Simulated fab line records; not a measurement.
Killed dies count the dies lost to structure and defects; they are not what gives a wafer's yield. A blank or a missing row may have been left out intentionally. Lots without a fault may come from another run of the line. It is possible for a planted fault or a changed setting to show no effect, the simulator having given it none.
Which of the tools did it? -- flow ritCmos -- Sampling: 13 lots, 39 wafers, 2 of 202 route steps

WHAT THE GAUGES SHOWED, per wafer
RIT_SPACER_THK_MEAS_04. Usual: SPACER_NITRIDE_THK gives 250.4 nm (standard deviation 2.4).
lot,measured,on,SPACER_NITRIDE_THK (nm),flag
L922,day 3 04:21,filmMetro-01,253.7 252.3 254.7,
L923,day 3 07:23,filmMetro-01,254.2 252.1 253.5,
L924,day 3 10:13,filmMetro-03,246.3 246.1 247.5,
L925,day 3 18:17,filmMetro-01,253.5 250.7 250.9,
L926,day 3 20:43,filmMetro-02,248.3 248.8 247.6,
L929,day 4 11:34,filmMetro-01,252.3 252.4 250.4,
L934,day 5 18:07,filmMetro-02,270.0 274.4 281.4,OFF
L936,day 6 03:14,filmMetro-02,246.1 246.0 246.3,
L937,day 6 06:05,filmMetro-02,249.0 249.6 248.3,
L938,day 6 12:11,filmMetro-02,249.3 249.8 245.9,
L939,day 6 17:08,filmMetro-02,251.7 249.8 248.9,
L941,day 7 02:59,filmMetro-03,250.4 252.4 251.8,
L943,day 7 14:35,filmMetro-01,246.9 248.2 247.5,

WHICH TOOL RAN EACH LOT (tool, then ch and the chambers of the sampled wafers, then the start)
lot,RIT_SPACER_CVD_03
L922,"lpcvd-01 ch 1, day 3 02:26"
L923,"lpcvd-01 ch 1, day 3 05:28"
L924,"lpcvd-02 ch 1, day 3 08:17"
L925,"lpcvd-02 ch 1, day 3 16:22"
L926,"lpcvd-01 ch 0, day 3 18:47"
L929,"lpcvd-02 ch 0, day 4 09:38"
L934,"lpcvd-01 ch 0, day 5 16:10"
L936,"lpcvd-02 ch 1, day 6 01:19"
L937,"lpcvd-02 ch 0, day 6 04:09"
L938,"lpcvd-02 ch 1, day 6 10:16"
L939,"lpcvd-01 ch 1, day 6 15:13"
L941,"lpcvd-02 ch 0, day 7 00:05"
L943,"lpcvd-02 ch 1, day 7 11:43"
- RIT_SPACER_CVD_03: deposits Si3N4 from SiH2Cl2/NH3, target thk 250 nm, time 3300 s.

WHAT THE TOOLS THEMSELVES READ (means of the sampled wafers that have a number; where no wafer has one, the mark that the record gives instead)
RIT_SPACER_CVD_03. Usual: spikeTcCentreC 811.7 C, standard deviation 1.2.
lot,tool,spikeTcCentreC (C),flag
L922,lpcvd-01,811.3,
L923,lpcvd-01,811.4,
L924,lpcvd-02,811.3,
L925,lpcvd-02,810.4,
L926,lpcvd-01,811.7,
L929,lpcvd-02,812.4,
L934,lpcvd-01,824.3,OFF
L936,lpcvd-02,810.7,
L937,lpcvd-02,813.5,
L938,lpcvd-02,810.5,
L939,lpcvd-01,812.1,
L941,lpcvd-02,812.5,
L943,lpcvd-02,811.1,

THE ANSWER, worked out from the rows above alone
Rule: a lot is off if the mean of its wafers that have a number lies more than 3 standard deviations from the usual mean. A lot without any number at a reading at which 4 lots or more have one is off too. All remaining lots with rows at the step are treated as sound. The gauges are gone through in route order, then the tools' own readings, and for those a lot's mean is taken as printed above. The first step at which some lot is off is used, and at that step the reading that is off furthest; a lot without a number counts as furthest.
Off: at RIT_SPACER_THK_MEAS_04 (SPACER_NITRIDE_THK), L934.
If a tool, at a process step before that reading, ran all the lots that are off and no sound lot after the first of them, it fits. Not tried: the gauges at RIT_SPACER_THK_MEAS_04; whatever is off there is also off at RIT_SPACER_CVD_03, on other tools, and gauge error can't account for it. No candidate that was tried fits.

WHAT THE SIMULATOR PUT IN
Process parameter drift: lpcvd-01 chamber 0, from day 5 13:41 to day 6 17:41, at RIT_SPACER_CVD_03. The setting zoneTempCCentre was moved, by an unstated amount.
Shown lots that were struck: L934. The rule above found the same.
